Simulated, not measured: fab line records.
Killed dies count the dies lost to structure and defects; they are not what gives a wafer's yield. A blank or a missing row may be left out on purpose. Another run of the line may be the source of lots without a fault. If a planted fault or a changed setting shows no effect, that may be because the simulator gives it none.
fab line records + flow rit-cmos
[record]
- lots = 6
- wafers = 18
- last-day = 7
route steps=202 shown NWELL@35 PWELL@39 WELLDRIVE@50 NRETRO@53 M1@202
lots that met no fault: taken from a fault-free run of the same line
start-h: hours from the record's opening day to when the first of the lot's shown wafers began + wait-h: how many hours have passed since the lot's step before this one + " unchanged from the row above + L1.1+2: a single row standing in for several wafers + - no value, or no start was given + * or withheld: withheld + < > ~ a bound
route shown NAME@n: names a module that has steps shown in the file, with the first one's number in the route + usual: mean and standard deviation over wafers with no fault + same: alike in all rows + chamber/n: place in a boat + sites: each site's reading + _std_site: standard deviation across them + _edge_site: the outer-site mean with the inner-site mean subtracted + radius-mm: for every site, how far away it sits from the centre of the wafer + mask NAME#n: copy n + behind: the tool/chamber that last shaped the wafer + hold: the reason the lot was held/the length of the hold in hours/how it ended + device: names the non-switching transistor (n, p or np) + end of line: tests of these same wafers at the route's end + a step given without rows: its recipe and nothing more + killed: at the first sort, the dies lost to defects and structure; wafer yield is something else + map: the dies of a wafer, with x for killed, . for not killed, _ for no die there
set.NAME: the setting the step ran with; set.NAME@STEP: the setting that earlier step ran with + model.NAME: the simulator's own value behind a step, which no gauge read
lots at some steps of the route; a table a step, a row a wafer
services: when a tool's chamber went out of use (start-h, in hours from the record's first day, below 0 if earlier), for how many hours, and the reason
[[steps]]
[step RIT_NWELL_HARDBAKE_07]
[recipe]
- resist = NOVOLAK
- temp-c = 140
- time-s = 120
[step RIT_NWELL_IMPLANT_08]
[recipe]
- species = P
- energy-kev = 171.5
- dose-cm2 = 5e+13
- tilt-deg = 7
[step RIT_NWELL_STRIP_09]
[recipe]
- chemistry = O2
- time-s = 180
- resist = NOVOLAK
- platen-temp-c = withheld
- power-w = 500
- pressure-mtorr = 4000
- o2-flow-sccm = 4000
[usual]
- drypump-motor-current-A = 5.3/0.43
| lot.wafer | tool            | chamber | start-h | wait-h | drypump-motor-current-A | rf-hours-counter-h |
|-----------|-----------------|---------|---------|--------|-------------------------|--------------------|
| L428.1    | plasma-asher-02 | 0       | 25.70   | 0.1    | 5.4                     | 23                 |
| L428.2    | "               | 1       | "       | "      | 4.8                     | 23                 |
| L428.5    | "               | 0       | "       | "      | 5.4                     | -                  |
| L433.1    | plasma-asher-02 | 1       | 50.89   | 0.1    | 4.8                     | 25                 |
| L433.2    | "               | 0       | "       | "      | 5.4                     | 25                 |
| L433.5    | "               | 0       | "       | "      | 5.4                     | -                  |
| L440.3    | plasma-asher-04 | 1       | 85.68   | 0.1    | 5.0                     | -                  |
| L440.4    | "               | 0       | "       | "      | 5.4                     | -                  |
| L440.5    | "               | 0       | "       | "      | 5.4                     | -                  |
| L448.2    | plasma-asher-04 | 1       | 126.23  | 0.1    | 5.1                     | 49                 |
| L448.3    | "               | 1       | "       | "      | 5.0                     | -                  |
| L448.5    | "               | 1       | "       | "      | 5.0                     | -                  |
| L449.1    | plasma-asher-02 | 1       | 131.37  | 0.1    | 4.8                     | 34                 |
| L449.2    | "               | 0       | "       | "      | 5.4                     | 34                 |
| L449.3    | "               | 0       | "       | "      | 5.4                     | -                  |
| L450.1    | plasma-asher-02 | 0       | 136.07  | 0.1    | 5.4                     | 34                 |
| L450.3    | "               | 1       | "       | "      | 4.8                     | -                  |
| L450.6    | "               | 1       | "       | "      | 4.8                     | -                  |
[step RIT_NWELL_TW_MEAS_10]
[usual]
- NWELL_TW = 2150/15
| lot.wafer | tool          | chamber | start-h | wait-h | NWELL_TW |
|-----------|---------------|---------|---------|--------|----------|
| L428.1    | film-metro-04 | -       | 25.88   | 0.1    | 2145     |
| L428.2    | "             | -       | "       | "      | 2141     |
| L428.5    | "             | -       | "       | "      | 2156     |
| L433.1    | film-metro-01 | -       | 51.07   | 0.1    | 2162     |
| L433.2    | "             | -       | "       | "      | 2157     |
| L433.5    | "             | -       | "       | "      | 2173     |
| L440.3    | film-metro-04 | -       | 85.81   | 0.1    | 2135     |
| L440.4    | "             | -       | "       | "      | 2137     |
| L440.5    | "             | -       | "       | "      | 2143     |
| L448.2    | film-metro-03 | -       | 126.42  | 0.1    | 2115     |
| L448.3    | "             | -       | "       | "      | 2139     |
| L448.5    | "             | -       | "       | "      | 2130     |
| L449.1    | film-metro-04 | -       | 131.55  | 0.1    | 2146     |
| L449.2    | "             | -       | "       | "      | 2165     |
| L449.3    | "             | -       | "       | "      | 2155     |
| L450.1    | film-metro-04 | -       | 136.25  | 0.1    | 2162     |
| L450.3    | "             | -       | "       | "      | 2147     |
| L450.6    | "             | -       | "       | "      | 2147     |
[step RIT_PWELL_HMDS_00]
[recipe]
- prime-time-s = 60
- prime-temp-c = 140
[step RIT_PWELL_COAT_01]
[recipe]
- resist = NOVOLAK
- spin-rpm = 2000
- resist-thk-nm = 1300
[step RIT_PWELL_SOFTBAKE_02]
[recipe]
- resist = NOVOLAK
- temp-c = 90
- time-s = 60
[step RIT_PWELL_EXPOSE_03]
[recipe]
- mask-id = M3
- na = 0.57
- target-cd-nm = 43700
- dose-mj = 250
[step RIT_PWELL_PEB_04]
[recipe]
- resist = NOVOLAK
- temp-c = withheld
- time-s = withheld
[step RIT_PWELL_DEVELOP_05]
[recipe]
- resist = NOVOLAK
- develop-time-s = 68
- dev-temp-c = 23
[step RIT_PWELL_OVL_MEAS_06]
[usual]
- PWELL_OVL = 0.5/1.5
| lot.wafer | tool       | chamber | start-h | wait-h | PWELL_OVL[nm] |
|-----------|------------|---------|---------|--------|---------------|
| L428.1    | overlay-01 | -       | 26.89   | -      | 2.5           |
| L428.2    | "          | -       | "       | "      | 0.9           |
| L428.5    | "          | -       | "       | "      | 1.9           |
| L433.1    | overlay-02 | -       | 52.36   | -      | -1.9          |
| L433.2    | "          | -       | "       | "      | -1.0          |
| L433.5    | "          | -       | "       | "      | -2.6          |
| L440.3    | overlay-02 | -       | 86.87   | -      | -0.5          |
| L440.4    | "          | -       | "       | "      | 1.5           |
| L440.5    | "          | -       | "       | "      | -0.9          |
| L448.2    | overlay-01 | -       | 127.48  | -      | -1.6          |
| L448.3    | "          | -       | "       | "      | -0.2          |
| L448.5    | "          | -       | "       | "      | -0.4          |
| L449.1    | overlay-01 | -       | 132.54  | -      | 1.2           |
| L449.2    | "          | -       | "       | "      | 0.9           |
| L449.3    | "          | -       | "       | "      | -1.0          |
| L450.1    | overlay-02 | -       | 137.31  | -      | 0.4           |
| L450.3    | "          | -       | "       | "      | 0.1           |
| L450.6    | "          | -       | "       | "      | 1.8           |
[step RIT_PWELL_HARDBAKE_07]
[recipe]
- resist = NOVOLAK
- temp-c = 140
- time-s = 120
[step RIT_PWELL_IMPLANT_08]
[recipe]
- species = B
- energy-kev = 168.1
- dose-cm2 = 7e+13
- tilt-deg = 7
[usual]
- tilt-deg = 6.999/0.019
| lot.wafer | tool         | chamber | start-h | wait-h | tilt-deg |
|-----------|--------------|---------|---------|--------|----------|
| L428.1    | implanter-04 | 0       | 27.18   | 0.2    | 7.033    |
| L428.2    | "            | 0       | "       | "      | 7.005    |
| L428.5    | "            | 0       | "       | "      | 6.983    |
| L433.1    | implanter-01 | 0       | 52.65   | 0.2    | 6.973    |
| L433.2    | "            | 0       | "       | "      | 6.949    |
| L433.5    | "            | 0       | "       | "      | 6.967    |
| L440.3    | implanter-04 | 0       | 87.20   | 0.2    | 8.115    |
| L440.4    | "            | 0       | "       | "      | 8.104    |
| L440.5    | "            | 0       | "       | "      | 8.108    |
| L448.2    | implanter-04 | 0       | 127.78  | 0.2    | 8.092    |
| L448.3    | "            | 0       | "       | "      | 8.100    |
| L448.5    | "            | 0       | "       | "      | 8.109    |
| L449.1    | implanter-03 | 0       | 132.82  | 0.2    | 7.019    |
| L449.2    | "            | 0       | "       | "      | 7.029    |
| L449.3    | "            | 0       | "       | "      | 7.033    |
| L450.1    | implanter-03 | 0       | 137.60  | 0.2    | 7.001    |
| L450.3    | "            | 0       | "       | "      | 7.018    |
| L450.6    | "            | 0       | "       | "      | 6.995    |
[step RIT_PWELL_STRIP_09]
[recipe]
- chemistry = O2
- time-s = 180
- resist = NOVOLAK
- platen-temp-c = withheld
- power-w = 500
- pressure-mtorr = 4000
- o2-flow-sccm = 4000
[usual]
- drypump-motor-current-A = 5.5/0.5
| lot.wafer | tool            | chamber | start-h | wait-h | drypump-motor-current-A | rf-hours-counter-h |
|-----------|-----------------|---------|---------|--------|-------------------------|--------------------|
| L428.1    | plasma-asher-01 | 1       | 27.33   | 0.1    | 5.2                     | 39                 |
| L428.2    | "               | 0       | "       | "      | 6.3                     | 39                 |
| L428.5    | "               | 0       | "       | "      | 6.3                     | -                  |
| L433.1    | plasma-asher-01 | 0       | 52.80   | 0.1    | 6.2                     | 42                 |
| L433.2    | "               | 1       | "       | "      | 5.2                     | 42                 |
| L433.5    | "               | 0       | "       | "      | 6.2                     | -                  |
| L440.3    | plasma-asher-03 | 0       | 87.35   | 0.1    | 5.5                     | -                  |
| L440.4    | "               | 1       | "       | "      | 5.9                     | -                  |
| L440.5    | "               | 0       | "       | "      | 5.5                     | -                  |
| L448.2    | plasma-asher-02 | 0       | 127.91  | 0.1    | 5.4                     | 34                 |
| L448.3    | "               | 0       | "       | "      | 5.4                     | -                  |
| L448.5    | "               | 0       | "       | "      | 5.4                     | -                  |
| L449.1    | plasma-asher-03 | 1       | 132.97  | 0.1    | 6.0                     | 2                  |
| L449.2    | "               | 0       | "       | "      | 5.5                     | 2                  |
| L449.3    | "               | 1       | "       | "      | 6.0                     | -                  |
| L450.1    | plasma-asher-01 | 0       | 137.75  | 0.1    | 6.2                     | 51                 |
| L450.3    | "               | 1       | "       | "      | 5.3                     | -                  |
| L450.6    | "               | 1       | "       | "      | 5.2                     | -                  |
[step RIT_PWELL_TW_MEAS_10]
[usual]
- PWELL_TW = 951/7
| lot.wafer | tool          | chamber | start-h | wait-h | PWELL_TW |
|-----------|---------------|---------|---------|--------|----------|
| L428.1    | film-metro-03 | -       | 27.50   | 0.1    | 948      |
| L428.2    | "             | -       | "       | "      | 944      |
| L428.5    | "             | -       | "       | "      | 947      |
| L433.1    | film-metro-03 | -       | 52.97   | 0.1    | 950      |
| L433.2    | "             | -       | "       | "      | 948      |
| L433.5    | "             | -       | "       | "      | 948      |
| L440.3    | film-metro-01 | -       | 87.49   | 0.1    | 961      |
| L440.4    | "             | -       | "       | "      | 966      |
| L440.5    | "             | -       | "       | "      | 969      |
| L448.2    | film-metro-04 | -       | 128.09  | 0.1    | 953      |
| L448.3    | "             | -       | "       | "      | 953      |
| L448.5    | "             | -       | "       | "      | 953      |
| L449.1    | film-metro-03 | -       | 133.15  | 0.1    | 948      |
| L449.2    | "             | -       | "       | "      | 943      |
| L449.3    | "             | -       | "       | "      | 944      |
| L450.1    | film-metro-03 | -       | 137.92  | 0.1    | 943      |
| L450.3    | "             | -       | "       | "      | 947      |
| L450.6    | "             | -       | "       | "      | 948      |
[step RIT_WELLDRIVE_ANNEAL_00]
[recipe]
- temp-c = 1100
- time-s = 14700
- ambient = N2
[step RIT_WELLDRIVE_RS_MEAS_01]
[recipe]
- thk-meas-gauge = four-point-probe
[usual]
- NWELL_RS = 275.8/0.86
| lot.wafer | tool          | chamber | start-h | wait-h | NWELL_RS[ohm/sq] |
|-----------|---------------|---------|---------|--------|------------------|
| L428.1    | film-metro-01 | -       | 32.65   | 0.0    | 274.9            |
| L428.2    | "             | -       | "       | "      | 275.3            |
| L428.5    | "             | -       | "       | "      | 274.8            |
| L433.1    | film-metro-01 | -       | 58.12   | 0.0    | 275.9            |
| L433.2    | "             | -       | "       | "      | 276.0            |
| L433.5    | "             | -       | "       | "      | 275.8            |
| L440.3    | film-metro-03 | -       | 92.81   | 0.0    | 275.7            |
| L440.4    | "             | -       | "       | "      | 275.9            |
| L440.5    | "             | -       | "       | "      | 275.7            |
| L448.2    | film-metro-03 | -       | 134.10  | 0.0    | 277.1            |
| L448.3    | "             | -       | "       | "      | 277.3            |
| L448.5    | "             | -       | "       | "      | 276.6            |
| L449.1    | film-metro-03 | -       | 138.41  | 0.0    | 276.7            |
| L449.2    | "             | -       | "       | "      | 275.4            |
| L449.3    | "             | -       | "       | "      | 276.0            |
| L450.1    | film-metro-03 | -       | 143.07  | 0.0    | 276.9            |
| L450.3    | "             | -       | "       | "      | 276.6            |
| L450.6    | "             | -       | "       | "      | 276.3            |
[step RIT_WELLDRIVE_RS_MEAS_02]
[recipe]
- thk-meas-gauge = four-point-probe
[usual]
- PWELL_RS = 430.7/1.2
| lot.wafer | tool          | chamber | start-h | wait-h | PWELL_RS[ohm/sq] |
|-----------|---------------|---------|---------|--------|------------------|
| L428.1    | film-metro-01 | -       | 32.77   | 0.1    | 431.7            |
| L428.2    | "             | -       | "       | "      | 433.6            |
| L428.5    | "             | -       | "       | "      | 431.8            |
| L433.1    | film-metro-01 | -       | 58.24   | 0.1    | 431.0            |
| L433.2    | "             | -       | "       | "      | 430.8            |
| L433.5    | "             | -       | "       | "      | 430.9            |
| L440.3    | film-metro-03 | -       | 92.93   | 0.1    | -                |
| L440.4    | "             | -       | "       | "      | -                |
| L440.5    | "             | -       | "       | "      | -                |
| L448.2    | film-metro-03 | -       | 134.22  | 0.1    | -                |
| L448.3    | "             | -       | "       | "      | -                |
| L448.5    | "             | -       | "       | "      | -                |
| L449.1    | film-metro-03 | -       | 138.53  | 0.1    | 431.8            |
| L449.2    | "             | -       | "       | "      | 431.1            |
| L449.3    | "             | -       | "       | "      | 431.6            |
| L450.1    | film-metro-03 | -       | 143.19  | 0.1    | 430.4            |
| L450.3    | "             | -       | "       | "      | 431.2            |
| L450.6    | "             | -       | "       | "      | 431.1            |
[step RIT_NRETRO_HMDS_00]
[recipe]
- prime-time-s = 60
- prime-temp-c = 140
[step RIT_M1_PROBE_99]
[usual]
- killed-at-contacts = 0.1/0.35
- killed-at-front-end = 6.6/2.7
- killed-dies = 6.7/2.8
- killed-open = 3.4/2.1
- killed-short = 3.3/1.8
[same]
- gross-dies = 264
- killed_at_M0_to_M3 = 0
- killed_at_M4_up = 0
- killed-at-back-side = 0
- killed-at-other = 0
| lot.wafer | tool      | chamber | start-h | wait-h | killed-at-contacts | killed-at-front-end | killed-dies | killed-open | killed-short |
|-----------|-----------|---------|---------|--------|--------------------|---------------------|-------------|-------------|--------------|
| L428.1    | prober-01 | -       | 61.95   | 0.1    | 0                  | 5                   | 5           | 1           | 4            |
| L428.2    | prober-01 | -       | 62.00   | 0.1    | 0                  | 6                   | 6           | 1           | 5            |
| L428.5    | prober-01 | -       | 62.15   | 0.2    | 1                  | 5                   | 6           | 4           | 2            |
| L433.1    | prober-02 | -       | 86.96   | 0.1    | 0                  | 5                   | 5           | 2           | 3            |
| L433.2    | prober-02 | -       | 87.01   | 0.1    | 0                  | 8                   | 8           | 2           | 6            |
| L433.5    | prober-02 | -       | 87.16   | 0.2    | 0                  | 11                  | 11          | 6           | 5            |
| L440.3    | prober-01 | -       | 121.87  | 0.2    | 3                  | 14                  | 17          | 7           | 7            |
| L440.4    | prober-01 | -       | 121.92  | 0.2    | 1                  | 9                   | 10          | 6           | 4            |
| L440.5    | prober-01 | -       | 121.97  | 0.2    | 0                  | 6                   | 6           | 2           | 4            |
| L448.2    | prober-01 | -       | 163.72  | 0.1    | 0                  | 4                   | 4           | 3           | 1            |
| L448.3    | prober-01 | -       | 163.77  | 0.2    | 0                  | 5                   | 5           | 2           | 3            |
| L448.5    | prober-01 | -       | 163.87  | 0.2    | 0                  | 3                   | 3           | 0           | 3            |
| L449.1    | prober-02 | -       | 169.89  | 0.1    | 0                  | 8                   | 8           | 6           | 2            |
| L449.2    | prober-02 | -       | 169.94  | 0.1    | 0                  | 5                   | 5           | 4           | 1            |
| L449.3    | prober-02 | -       | 169.99  | 0.2    | 0                  | 5                   | 5           | 2           | 3            |
| L450.1    | prober-01 | -       | 172.71  | 0.1    | 0                  | 9                   | 9           | 6           | 3            |
| L450.3    | prober-01 | -       | 172.81  | 0.2    | 0                  | 5                   | 5           | 2           | 3            |
| L450.6    | prober-01 | -       | 172.96  | 0.2    | 0                  | 7                   | 7           | 3           | 4            |
// killed by level:class
L428.1 GATE:geometric-particle:short=2 GATE:geometric-particle:open=1 REOX:geometric-particle:short=1 SPACER:geometric-particle:short=1
L428.2 GATE:geometric-particle:short=2 FOX1:geometric-particle:short=1 GATE:geometric-particle:open=1 SPACER:geometric-particle:short=1 SILICIDE:geometric-particle:short=1
L428.5 REOX:geometric-particle:short=2 FOX1:geometric-particle:open=1 REOX:geometric-particle:open=1 SPACER:geometric-particle:open=1 CONTACT:geometric-particle:open=1
L433.1 GATE:geometric-particle:open=2 SPACER:geometric-particle:short=2 GATE:geometric-particle:short=1
L433.2 SPACER:geometric-particle:short=3 FOX1:geometric-particle:short=1 FOX2:geometric-particle:open=1 GATE:geometric-particle:open=1 GATE:geometric-particle:short=1 SILICIDE:geometric-particle:short=1
L433.5 GATE:geometric-particle:open=2 REOX:geometric-particle:short=2 FOX1:geometric-particle:open=1 FOX1:geometric-particle:short=1 FOX2:geometric-particle:open=1 GATE:geometric-particle:short=1 SPACER:geometric-particle:open=1 SPACER:geometric-particle:short=1
L440.3 FOX1:geometric-particle:short=4 CONTACT:coat-microbubble-printed=3 FOX1:geometric-particle:open=2 GATE:geometric-particle:open=2 SPACER:geometric-particle:open=2 GATE:geometric-particle:short=1 SPACER:geometric-particle:short=1 SILICIDE:geometric-particle:short=1
L440.4 GATE:geometric-particle:open=3 SILICIDE:geometric-particle:short=3 FOX1:geometric-particle:short=1 SPACER:geometric-particle:open=1 SILICIDE:geometric-particle:open=1 CONTACT:geometric-particle:open=1
L440.5 SPACER:geometric-particle:short=3 FOX1:geometric-particle:open=1 GATE:geometric-particle:short=1 SILICIDE:geometric-particle:open=1
L448.2 GATE:geometric-particle:open=2 GATE:geometric-particle:short=1 REOX:geometric-particle:open=1
L448.3 FOX2:geometric-particle:short=1 GATE:geometric-particle:short=1 GATE:geometric-particle:open=1 REOX:geometric-particle:short=1 SPACER:geometric-particle:open=1
L448.5 GATE:geometric-particle:short=2 SILICIDE:geometric-particle:short=1
L449.1 FOX2:geometric-particle:open=2 GATE:geometric-particle:open=2 FOX2:geometric-particle:short=1 GATE:geometric-particle:short=1 SPACER:geometric-particle:open=1 SILICIDE:geometric-particle:open=1
L449.2 GATE:geometric-particle:open=2 FOX2:geometric-particle:open=1 SPACER:geometric-particle:open=1 SILICIDE:geometric-particle:short=1
L449.3 GATE:geometric-particle:open=2 FOX1:geometric-particle:short=1 GATE:geometric-particle:short=1 SILICIDE:geometric-particle:short=1
L450.1 REOX:geometric-particle:open=3 FOX1:geometric-particle:open=1 FOX1:geometric-particle:short=1 GATE:geometric-particle:open=1 GATE:geometric-particle:short=1 SPACER:geometric-particle:open=1 SILICIDE:geometric-particle:short=1
L450.3 GATE:geometric-particle:open=2 REOX:geometric-particle:short=2 GATE:geometric-particle:short=1
L450.6 GATE:geometric-particle:short=3 ACTIVE:geometric-particle:open=1 SPACER:geometric-particle:open=1 SPACER:geometric-particle:short=1 SILICIDE:geometric-particle:open=1
[[services]]
| tool            | chamber | start-h | hours | kind       |
|-----------------|---------|---------|-------|------------|
| implanter-01    | -       | 3.83    | 3.7   | pm         |
| implanter-01    | -       | 19.34   | 0.7   | repair     |
| implanter-03    | -       | 21.82   | 3.8   | pm         |
| plasma-asher-02 | -       | 29.96   | 0.8   | repair     |
| plasma-asher-01 | -       | 102.22  | 7.6   | repair     |
| plasma-asher-03 | -       | 108.75  | 9.0   | pm         |
| plasma-asher-03 | 0       | 108.75  | 9.0   | vent-cycle |
| plasma-asher-03 | 1       | 108.75  | 9.0   | vent-cycle |
| plasma-asher-03 | 0       | 117.75  | -     | clean      |
| plasma-asher-03 | 1       | 117.75  | -     | clean      |
| implanter-04    | -       | 133.56  | 2.4   | repair     |
[[key]]
[first-sign]
- step = RIT_PWELL_IMPLANT_08
- reading = tilt-deg
- direction = up
- sigmas = 59
- usual = 6.999
- struck = 8.105
[effect]
- step = RIT_WELLDRIVE_RS_MEAS_02
- reading = PWELL_RS
- direction = missing
met-at RIT_PWELL_IMPLANT_08
struck-wafers L440.3,L440.4,L440.5,L448.2,L448.3,L448.5
tester-left-out L440,L448
onset-between 27.18 87.20
[fault]
- kind = process-parameter-drift
- tool = implanter-04
- chamber = -
- onset-h = 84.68
- steps = RIT_PWELL_IMPLANT_08
- channel = tilt-deg
- offset = 1.108
- shape = step
- end-h = 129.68
- acts-in = these-recipes-only
- stated = 7
// tester-left-out: of these lots the tester's yield and bins aren't shown, on N5 and GAA mostly nor the transistor test; their killed dies are dies lost to structure and defects alone, not to doping, threshold or leakage, so they don't give the yield
